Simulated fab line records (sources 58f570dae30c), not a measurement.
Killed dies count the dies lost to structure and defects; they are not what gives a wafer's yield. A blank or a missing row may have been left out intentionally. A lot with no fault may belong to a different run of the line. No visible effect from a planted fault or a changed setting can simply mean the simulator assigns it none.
Tool commonality check ; flow berkeley_cmos170 ; 42 wafers sampled across 14 lots

## WHAT PROMPTED THE OPENING
At UCB170_NWELL_TW_MEAS_16 the reading NWELL_TW is flagged on 2 of 14 lots. Fault-free wafers read 1255, with a standard deviation of 4.6.
Rule: a lot gets a flag if all its wafers with a number sit over 4 standard deviations from that mean, or if no wafer of it has a number. The rest of the lots are taken to be sound.

lot;measured;on;NWELL_TW, wafer by wafer;flag
L856;day 3 03:51;film_metro-04;1259 1257 1255;
L855;day 3 04:05;film_metro-04;1256 1259 1249;
L857;day 3 15:49;film_metro-03;1258 1254 1259;
L858;day 3 16:16;film_metro-04;1256 1255 1253;
L862;day 3 22:54;film_metro-01;1252 1247 1250;
L861;day 3 23:10;film_metro-04;1251 1255 1254;
L860;day 3 23:53;film_metro-01;1251 1254 1253;
L864;day 4 06:41;film_metro-01;1362 1360 1367;FLAGGED
L866;day 5 01:26;film_metro-01;1370 1364 1370;FLAGGED
L869;day 5 17:52;film_metro-04;1255 1251 1249;
L870;day 5 19:55;film_metro-04;1257 1263 1255;
L874;day 6 23:49;film_metro-03;1257 1253 1249;
L877;day 7 03:40;film_metro-03;1248 1252 1256;
L876;day 7 03:55;film_metro-04;1259 1260 1250;
Average over the flagged lots: 1366; offset from the usual +110, equal to +24 standard deviations.

## WHICH TOOL RAN EACH LOT
The record keeps 1 process step preceding the reading, out of 331 steps on the route. Read each cell as the tool, then ch plus the chambers that the sampled wafers visited, then the start.
lot;flag;UCB170_NWELL_IMPLANT_14
L856;;implanter-02 ch 0, day 3 03:38
L855;;implanter-04 ch 0, day 3 03:52
L857;;implanter-04 ch 0, day 3 15:34
L858;;implanter-04 ch 0, day 3 16:02
L862;;implanter-02 ch 0, day 3 22:41
L861;;implanter-03 ch 0, day 3 22:56
L860;;implanter-03 ch 0, day 3 23:38
L864;FLAGGED;implanter-04 ch 0, day 4 06:26
L866;FLAGGED;implanter-04 ch 0, day 5 01:11
L869;;implanter-03 ch 0, day 5 17:39
L870;;implanter-02 ch 0, day 5 19:41
L874;;implanter-02 ch 0, day 6 23:34
L877;;implanter-02 ch 0, day 7 03:25
L876;;implanter-03 ch 0, day 7 03:41
What the steps here do:
- UCB170_NWELL_IMPLANT_14
- UCB170_NWELL_TW_MEAS_16

## FLAGGED OVER TOTAL, TOOL BY TOOL (the gauges that took the reading come last)
step;tool;lots run;flagged;share of the flagged lots;sound lots run after its first flagged lot
UCB170_NWELL_IMPLANT_14;implanter-02;5;0;none;-
UCB170_NWELL_IMPLANT_14;implanter-03;4;0;none;-
UCB170_NWELL_IMPLANT_14;implanter-04;5;2;all;0
UCB170_NWELL_TW_MEAS_16;film_metro-01;4;2;all;0
UCB170_NWELL_TW_MEAS_16;film_metro-03;3;0;none;-
UCB170_NWELL_TW_MEAS_16;film_metro-04;7;0;none;-

## WHAT THE TABLE ALLOWS
In 2 table rows, all flagged lots were run: implanter-04 (UCB170_NWELL_IMPLANT_14), film_metro-01 (UCB170_NWELL_TW_MEAS_16).
- implanter-04 at UCB170_NWELL_IMPLANT_14 ran 5 lots, 2 of them flagged. A fault beginning between L858 (day 3 16:02), its last sound lot, and L864 (day 4 06:26), its first flagged one, fits the data. Its own readings (dose_ions_cm2, faraday_current_uA) fall more than 4 standard deviations out on all wafers of the flagged lots.
- film_metro-01 at UCB170_NWELL_TW_MEAS_16 ran 4 lots, 2 of them flagged. A fault beginning between L860 (day 3 23:53), its last sound lot, and L864 (day 4 06:41), its first flagged one, fits the data.
Because each of these 2 tools fits a fault that began at some hour, counting lots does not separate them. More lots, or a look at what each step does to the wafer, might.

## WHAT THE SIMULATOR HAD INSERTED
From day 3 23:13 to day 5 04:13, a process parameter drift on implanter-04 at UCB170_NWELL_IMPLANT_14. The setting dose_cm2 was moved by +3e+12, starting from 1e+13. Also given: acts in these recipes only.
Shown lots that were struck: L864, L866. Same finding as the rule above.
